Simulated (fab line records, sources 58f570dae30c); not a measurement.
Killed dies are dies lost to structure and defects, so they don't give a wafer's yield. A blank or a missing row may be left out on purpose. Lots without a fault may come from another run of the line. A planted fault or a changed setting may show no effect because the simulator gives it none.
One fault seen from 2 desks | flow berkeley_cmos170 | each desk has only its own numbers; what lay behind them comes last

THE TOOL OWNER'S DESK: rtp_anneal-01
The tool's own readings at UCB170_CONTACT_RTA_08 (time 10 s): means of the sampled wafers that have a number, for each lot that ran on this tool. A lot is out of limits, marked OUT, if its mean lies more than 4 standard deviations from the usual mean; the brackets give that distance.
Columns: A = lamp_power_pct at UCB170_CONTACT_RTA_08, usual 24.7 %; B = wafer_temp_C_max at UCB170_CONTACT_RTA_08, usual 902.8
lot  | first seen here | A    | B
L521 | day 7 02:59     | 23.7 | 903.2
L526 | day 8 18:09     | 23.7 | 902.6
L531 | day 9 12:29     | 23.7 | 902.2
L532 | day 9 18:29     | 23.7 | 902.6
This desk's finding: nothing out of limits on any of the 4 lots.

THE METROLOGY DESK
What the gauges read, lot by lot, whatever tool the lot ran on: means of the sampled wafers that have a number. A lot is out of limits, marked OUT, if its mean lies more than 4 standard deviations from the usual mean; the brackets give that distance. Of its 11 readings 7 are shown: those that lie furthest out on some lot.
Columns: A = SILICIDE_TI_RS at UCB170_SILICIDE_RS_MEAS_02, usual 26.3 ohm/sq; B = SILICIDE_TI_THK at UCB170_SILICIDE_THK_MEAS_03, usual 30.3 nm; C = cd_nm at UCB170_CONTACT_CD_MEAS_15, usual 699.4 nm; D = cd_nm at UCB170_CONTACT_CD_MEAS_90, usual 699.3 nm; E = M1_AL_THK at UCB170_M1_THK_MEAS_02, usual 602 nm; F = cd_nm at UCB170_M1_CD_MEAS_09, usual 700.4 nm; G = M1_OVL at UCB170_M1_OVL_MEAS_10, usual 3 nm
lot  | first seen here | A    | B    | C     | D     | E   | F     | G
L521 | day 6 23:58     | 26.4 | 30.1 | 698.0 | 698.0 | 596 | 700.5 | 4
L523 | day 7 09:01     | 26.2 | 30.4 | 699.1 | 699.1 | 596 | 701.9 | 7
L526 | day 8 12:33     | 26.0 | 30.6 | 698.5 | 698.3 | 598 | 700.8 | 9
L531 | day 9 07:47     | 27.0 | 29.7 | 701.2 | 701.0 | 597 | 700.3 | -2
L532 | day 9 14:25     | 26.4 | 30.1 | 699.9 | 700.0 | 592 | 700.5 | 2
L539 | day 11 05:41    | 26.0 | 30.7 | 700.4 | 700.5 | 601 | 699.5 | 8
This desk's finding: nothing out of limits on any of the 6 lots.

PUT TOGETHER
The tool owner's desk saw nothing out of limits.
The metrology desk saw nothing out of limits.

WHAT THE SIMULATOR HAD PUT IN
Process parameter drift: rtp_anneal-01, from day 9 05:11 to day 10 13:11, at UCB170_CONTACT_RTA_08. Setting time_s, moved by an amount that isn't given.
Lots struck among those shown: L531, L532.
